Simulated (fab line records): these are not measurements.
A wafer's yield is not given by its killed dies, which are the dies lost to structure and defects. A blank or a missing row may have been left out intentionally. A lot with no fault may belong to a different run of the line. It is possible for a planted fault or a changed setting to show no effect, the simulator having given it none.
The tool behind it: which one? -- flow rit cmos -- Sampling: 13 lots, 39 wafers, 5 of 202 route steps

## WHAT EACH GAUGE READ, for each wafer
RIT_ACTIVE_THK_MEAS_02.
lot,measured,on,ACTIVE_OXIDE_THK (nm)
L872,day 1 12:04,film metro-04,48.0 48.5 47.9
L873,day 1 17:46,film metro-04,47.2 47.2 47.5
L876,day 2 08:04,film metro-02,44.8 45.5 45.9
L877,day 2 13:04,film metro-02,48.8 48.9 48.1
L878,day 2 18:04,film metro-03,46.8 46.5 46.4
L879,day 2 23:04,film metro-03,45.7 45.7 45.5
L880,day 3 04:03,film metro-03,46.1 46.8 46.4
L881,day 3 09:07,film metro-02,46.2 45.7 46.4
L882,day 3 14:04,film metro-02,47.4 47.5 48.2
L883,day 3 19:03,film metro-03,47.0 47.3 47.1
L885,day 4 05:04,film metro-04,46.4 47.7 46.1
L890,day 5 06:15,film metro-03,38.5 38.0 38.9
L894,day 6 03:02,film metro-03,47.7 47.9 47.5

RIT_NSD_TW_MEAS_10.
lot,measured,on,NSD_TW
L872,day 3 00:45,film metro-03,3205 3209 3228
L873,day 3 05:11,film metro-03,3194 3181 3203
L876,day 3 20:27,film metro-03,3211 3196 3204
L877,day 4 01:51,film metro-03,3179 3193 3183
L878,day 4 05:36,film metro-02,3155 3148 3156
L879,day 4 09:37,film metro-03,3179 3176 3186
L880,day 4 16:46,film metro-03,3161 3171 3180
L881,day 4 23:22,film metro-04,3158 3161 3153
L882,day 5 06:55,film metro-04,3148 3156 3178
L883,day 5 07:07,film metro-02,3134 3137 3139
L885,day 5 19:28,film metro-02,3120 3119 3147
L890,day 6 18:48,film metro-03,3220 3217 3217
L894,day 7 14:38,film metro-04,3167 3164 3177

RIT_CONTACT_CD_MEAS_90: target cd 1000 nm.
lot,measured,on,cd nm (nm)
L872,day 3 05:40,cd sem-01,1000.0 998.7 998.9
L873,day 3 10:08,cd sem-02,998.4 997.9 999.5
L876,day 4 01:22,cd sem-02,1000.3 1000.4 998.9
L877,day 4 06:41,cd sem-02,1001.5 1002.9 1003.2
L878,day 4 10:35,cd sem-02,995.5 995.9 999.1
L879,day 4 14:30,cd sem-02,996.7 998.8 998.5
L880,day 4 21:35,cd sem-02,995.4 995.8 994.9
L881,day 5 04:38,cd sem-02,999.9 997.7 999.1
L882,day 5 12:03,cd sem-01,1000.1 1001.8 1000.8
L883,day 5 12:17,cd sem-02,1000.2 1000.0 998.6
L885,day 6 00:35,cd sem-02,1001.4 1000.3 1000.9
L890,day 6 23:48,cd sem-02,1004.1 1003.1 1001.1
L894,day 7 19:29,cd sem-02,1000.5 1000.2 1000.5

RIT_M1_BOW_MEAS_16.
lot,measured,on,M1_BOW (um)
L872,day 3 10:35,film metro-02,10 12 23
L873,day 3 14:55,film metro-03,21 23 12
L876,day 4 06:34,film metro-04,13 19 17
L877,day 4 11:37,film metro-03,7 13 19
L878,day 4 15:05,film metro-02,9 15 9
L879,day 4 18:52,film metro-02,12 17 26
L880,day 5 02:07,film metro-03,18 5 23
L881,day 5 09:01,film metro-03,18 8 8
L882,day 5 16:47,film metro-04,11 23 14
L883,day 5 17:22,film metro-04,17 10 16
L885,day 6 04:58,film metro-03,16 15 23
L890,day 7 04:19,film metro-04,13 32 24
L894,day 8 00:02,film metro-03,20 23 17

## WHICH TOOL RAN EACH LOT (tool, then ch and the chambers of the sampled wafers, then the start)
lot,RIT_ACTIVE_OXIDATION_01
L872,"furnace-02 ch 0, day 1 10:07"
L873,"furnace-02 ch 0, day 1 15:50"
L876,"furnace-04 ch 0, day 2 06:07"
L877,"furnace-02 ch 0, day 2 11:07"
L878,"furnace-01 ch 0, day 2 16:07"
L879,"furnace-04 ch 0, day 2 21:07"
L880,"furnace-01 ch 0, day 3 02:07"
L881,"furnace-01 ch 0, day 3 07:10"
L882,"furnace-01 ch 0, day 3 12:07"
L883,"furnace-04 ch 0, day 3 17:07"
L885,"furnace-02 ch 0, day 4 03:07"
L890,"furnace-02 ch 0, day 5 04:18"
L894,"furnace-01 ch 0, day 6 01:07"
- RIT_ACTIVE_OXIDATION_01: target thk 46.8 nm, ox time 3360 s.

## WHAT THE TOOLS THEMSELVES READ (means of the sampled wafers that have a number; where no wafer has one, the mark that the record gives instead)
The record holds no such reading with a usual standard deviation.

## THE ANSWER, worked out from the rows above alone
Rule: usual is defined by the lots themselves. Put in order of their means at a reading, lots are off if they are a third of the lots or fewer, leave a main group of 4 or more, and stand apart from it by a gap of 3 or more times the standard deviation of the main group's means; of several such gaps the widest counts. The tables above print the reading to a certain number of digits; a main group whose means all agree to those digits is not used. A lot without any number at a reading at which 4 lots or more have one is off too. Any other lot the step has rows for is counted as sound. The gauges are gone through in route order, then the tools' own readings, and for those a lot's mean is taken as printed above. The first step at which some lot is off is used, and at that step the reading that is off furthest; a lot without a number counts as furthest.
Off: L890, at RIT_ACTIVE_THK_MEAS_02 (ACTIVE_OXIDE_THK). Main group: mean 47.0 nm, sd 0.95.
A tool fits if, at a process step before that reading, it ran every lot that is off, and no sound lot after the first of them. The gauges at RIT_ACTIVE_THK_MEAS_02 are tried like those tools. One candidate fits, namely furnace-02 at RIT_ACTIVE_OXIDATION_01. A fault onset in the window from L885 (day 4 03:07, its last sound lot) to L890 (day 5 04:18, its first lot off) fits.

## WHAT THE SIMULATOR HAD PUT IN
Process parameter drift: furnace-02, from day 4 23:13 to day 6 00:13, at RIT_ACTIVE_OXIDATION_01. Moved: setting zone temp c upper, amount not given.
Struck lots among those shown: L890. This agrees with what the rule above found.
